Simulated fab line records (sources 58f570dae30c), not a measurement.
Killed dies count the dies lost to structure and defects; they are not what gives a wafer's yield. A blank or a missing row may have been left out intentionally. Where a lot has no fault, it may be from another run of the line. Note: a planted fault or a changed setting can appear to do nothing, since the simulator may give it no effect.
fab line records	flow berkeley_cmos170
[record] lots = 14	wafers = 42	last_day = 12
route steps=331 shown PLDD@153
lots with no fault: from the same line, run without faults
start_h: the number of hours between the record's first day and the start of the first shown wafer of the lot	wait_h: time in hours since the lot's previous step	" identical to the entry in the row above	L1.1+2: one row covering several wafers at once	- no value, or no start given	* or withheld: withheld	< > ~ a bound
route shown NAME@n: NAME is a module with steps in the file, n the number in the route of the first one	usual: mean/standard deviation of fault-free wafers	same: alike in all rows	chamber/n: place in a boat	sites: readings site by site	_std_site: the standard deviation of these	_edge_site: the outer-site mean with the inner-site mean subtracted	radius_mm: how far each site lies from the wafer's centre	mask NAME#n: copy n	behind: tool/chamber where the wafer was last shaped	hold: reason for holding the lot/hours on hold/outcome of the hold	device: transistor that didn't switch, given as n, p or np	end of line: the tests these same wafers got at the end of their route	where a step has no rows: the recipe by itself	killed: dies that structure and defects cost at the first sort, which is not the same as the wafer's yield	map: dies across one wafer; x = killed, . = not, _ = none there
set.NAME: setting as actually run; set.NAME@STEP: the setting as run at that earlier step	model.NAME: the simulator's own value behind a step, which no gauge read
route steps across a sampled set of lots; one table per step, one row per wafer
services: the hour from which a tool's chamber was out of use, counted from the record's first day as start_h (under 0 if before that day), plus the number of hours and why
[[steps]]
[step UCB170_PLDD_IMPLANT_08]
[recipe] species = BF2	dose_cm2 = 5e+13	energy_kev = 10	tilt_deg = 7	rotation_deg = 0
[usual] tilt_deg = 6.995/0.021
lot.wafer	tool	chamber	start_h	wait_h	tilt_deg
L623.1	implanter-04	0	145.56	0.0	7.008
L623.2	"	0	"	"	7.035
L623.6	"	0	"	"	7.023
L624.2	implanter-04	0	145.98	0.0	7.004
L624.3	"	0	"	"	7.047
L624.4	"	0	"	"	7.036
L626.4	implanter-03	0	160.76	0.1	6.962
L626.5	"	0	"	"	6.958
L626.6	"	0	"	"	6.973
L625.4	implanter-02	0	161.03	0.1	7.012
L625.5	"	0	"	"	6.978
L625.6	"	0	"	"	6.991
L627.3	implanter-04	0	161.04	0.1	6.961
L627.5	"	0	"	"	6.948
L627.6	"	0	"	"	6.913
L629.3	implanter-04	0	170.31	0.1	6.958
L629.5	"	0	"	"	6.990
L629.6	"	0	"	"	7.007
L632.1	implanter-02	0	190.55	0.0	10.853
L632.3	"	0	"	"	10.843
L632.6	"	0	"	"	10.859
L631.2	implanter-03	0	190.70	0.0	7.011
L631.3	"	0	"	"	7.024
L631.4	"	0	"	"	7.009
L635.1	implanter-02	0	207.48	0.0	10.871
L635.4	"	0	"	"	10.865
L635.6	"	0	"	"	10.854
L636.2	implanter-04	0	221.29	0.0	7.001
L636.3	"	0	"	"	6.971
L636.5	"	0	"	"	6.991
L637.4	implanter-03	0	221.90	0.1	7.007
L637.5	"	0	"	"	7.015
L637.6	"	0	"	"	6.975
L639.1	implanter-04	0	222.00	0.0	7.019
L639.4	"	0	"	"	6.986
L639.6	"	0	"	"	7.004
L646.1	implanter-04	0	257.73	0.0	6.987
L646.3	"	0	"	"	7.014
L646.4	"	0	"	"	6.978
L645.1	implanter-04	0	258.15	0.0	6.999
L645.4	"	0	"	"	6.998
L645.6	"	0	"	"	6.999
[step UCB170_SDANNEAL_RS_MEAS_04]
[recipe] thk_meas_gauge = four-point-probe
[usual] PLDD_RS = 1032.6/2.6
lot.wafer	tool	chamber	start_h	wait_h	PLDD_RS[ohm/sq]
L623.1	film_metro-01	-	160.90	0.1	1033.0
L623.2	"	-	"	"	1033.9
L623.6	"	-	"	"	1035.4
L624.2	film_metro-02	-	161.21	0.1	1030.3
L624.3	"	-	"	"	1030.3
L624.4	"	-	"	"	1030.1
L625.4	film_metro-02	-	176.83	0.1	1028.1
L625.5	"	-	"	"	1030.7
L625.6	"	-	"	"	1032.0
L626.4	film_metro-01	-	177.28	0.1	1033.9
L626.5	"	-	"	"	1032.5
L626.6	"	-	"	"	1034.9
L627.3	film_metro-02	-	177.45	0.1	1031.5
L627.5	"	-	"	"	1032.5
L627.6	"	-	"	"	1033.6
L629.3	film_metro-02	-	188.14	0.1	1035.3
L629.5	"	-	"	"	1034.8
L629.6	"	-	"	"	1034.5
L632.1	film_metro-04	-	201.13	0.1	-
L632.3	"	-	"	"	-
L632.6	"	-	"	"	-
L631.2	film_metro-01	-	201.73	0.1	1032.6
L631.3	"	-	"	"	1028.3
L631.4	"	-	"	"	1031.5
L635.1	film_metro-04	-	220.04	0.1	-
L635.4	"	-	"	"	-
L635.6	"	-	"	"	-
L639.1	film_metro-01	-	234.92	0.1	1035.5
L639.4	"	-	"	"	1033.3
L639.6	"	-	"	"	1034.8
L636.2	film_metro-02	-	235.42	0.1	1032.3
L636.3	"	-	"	"	1034.2
L636.5	"	-	"	"	1029.6
L637.4	film_metro-04	-	235.63	0.1	1026.3
L637.5	"	-	"	"	1028.3
L637.6	"	-	"	"	1028.6
L646.1	film_metro-04	-	269.89	0.1	1030.1
L646.3	"	-	"	"	1032.0
L646.4	"	-	"	"	1034.2
L645.1	film_metro-01	-	270.06	0.1	1034.6
L645.4	"	-	"	"	1035.1
L645.6	"	-	"	"	1034.2
[[services]]
tool	chamber	start_h	hours	kind
implanter-03	-	149.73	9.5	repair
implanter-03	-	157.95	0.6	repair
implanter-04	-	231.84	3.5	repair
implanter-04	-	234.85	1.9	repair
[[key]]
[first_sign] step = UCB170_PLDD_IMPLANT_08	reading = tilt_deg	direction = up	sigmas = 99+	usual = 6.995	struck = 10.858
[effect] step = UCB170_SDANNEAL_RS_MEAS_04	reading = PLDD_RS	direction = missing
met_at UCB170_PLDD_IMPLANT_08
struck_lots L632,L635
tester_left_out L632,L635
onset_between 161.03 190.55
[fault] kind = process_parameter_drift	tool = implanter-02	chamber = -	onset_h = 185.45	steps = UCB170_PLDD_IMPLANT_08	channel = tilt_deg	offset = 3.8616	shape = step	end_h = 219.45	acts_in = these_recipes_only	stated = 7
// tester_left_out: of these lots the tester's yield and bins aren't shown, on N5 and GAA mostly nor the transistor test; their killed dies are dies lost to structure and defects alone, not to doping, threshold or leakage, so they don't give the yield
